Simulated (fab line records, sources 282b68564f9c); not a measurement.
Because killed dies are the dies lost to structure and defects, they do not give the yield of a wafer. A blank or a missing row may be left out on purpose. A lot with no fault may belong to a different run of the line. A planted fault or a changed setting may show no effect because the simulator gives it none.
A struck lot beside a sound one    flow rit_cmos    15 steps out of a route of 202
Sound: these wafers, L577.2, L577.5, L577.6. The struck wafers were L584.1, L584.4, L584.6. The cause is named last.
Per side, at each step with rows, come the tool, then ch with its chambers, and then its first start. Under that, the readings that differ: sound wafers    struck wafers    difference of the means    sigmas: that difference in standard deviations of wafers without a fault.
alike: words and numbers the same on both sides, and readings whose means are apart by under 2 such deviations; not compared: readings that were withheld, readings missing a value for some wafer, numbers with overlapping values and no deviation given by the record, and bounds like >300 which may hide the same value.
A row with sigmas, a row that says differs or no value, or rows on one side alone: a step with any of these is where the two part. When numbers do not overlap yet have no deviation, they are printed without sigmas and do not part them. Lack of a reading on every wafer of one side parts them only where that side has two or more wafers.

first, 4 steps without rows for these wafers: RIT_PSD_SOFTBAKE_02 (time 60 s); RIT_PSD_EXPOSE_03 (exposes mask M10, target cd 40900 nm); RIT_PSD_PEB_04; RIT_PSD_DEVELOP_05 (develop time 50 s).
RIT_PSD_OVL_MEAS_06:
  sound on overlay-02 at day 5 03:04; struck on overlay-02 at day 6 13:09
  alike: PSD_OVL
then, 2 steps without rows for these wafers: RIT_PSD_HARDBAKE_07 (time 60 s); RIT_PSD_IMPLANT_08.
RIT_PSD_STRIP_09: strips in O2, time 180 s.
  sound on plasma_asher-02 ch 0,1, day 5 03:24; struck on plasma_asher-02 ch 0,1, day 6 13:29
  alike: drypump_motor_current_A, o2_flow_sccm
  not compared: rf_hours_counter_h
RIT_PSD_TW_MEAS_10:
  sound on film_metro-02 at day 5 03:35; struck on film_metro-01 at day 6 13:40
  alike: PSD_TW
then, 3 steps without rows for these wafers: RIT_SDANNEAL_CLEAN_00 (cleans in SC1, time 600 s); RIT_SDANNEAL_CLEAN_01 (cleans in dHF, time 30 s); RIT_SDANNEAL_CLEAN_02 (cleans in SC2, time 600 s).
RIT_SDANNEAL_RTA_03: time 5 s.
  sound on rtp_anneal-02 ch 0, day 5 04:22; struck on rtp_anneal-01 ch 0, day 6 14:08
  alike: wafer_temp_C_max
RIT_SDANNEAL_RS_MEAS_04: uses a four-point probe to measure.
  sound on film_metro-04 at day 5 04:26; struck on film_metro-02 at day 6 14:34
reading          sound                 struck             difference  sigmas
PSD_RS (ohm/sq)  115.99 115.62 115.78  72.41 72.47 72.57  -43.31      -99 or more
  not compared: hold
RIT_M1_PROBE_99:
  the record has rows for the sound wafers here (prober-02, day 5 12:08) and none for the struck ones

## WHERE THEY PART
At RIT_SDANNEAL_RS_MEAS_04 first; at RIT_M1_PROBE_99 last (within this record only).

WHY: what had been put in by the simulator
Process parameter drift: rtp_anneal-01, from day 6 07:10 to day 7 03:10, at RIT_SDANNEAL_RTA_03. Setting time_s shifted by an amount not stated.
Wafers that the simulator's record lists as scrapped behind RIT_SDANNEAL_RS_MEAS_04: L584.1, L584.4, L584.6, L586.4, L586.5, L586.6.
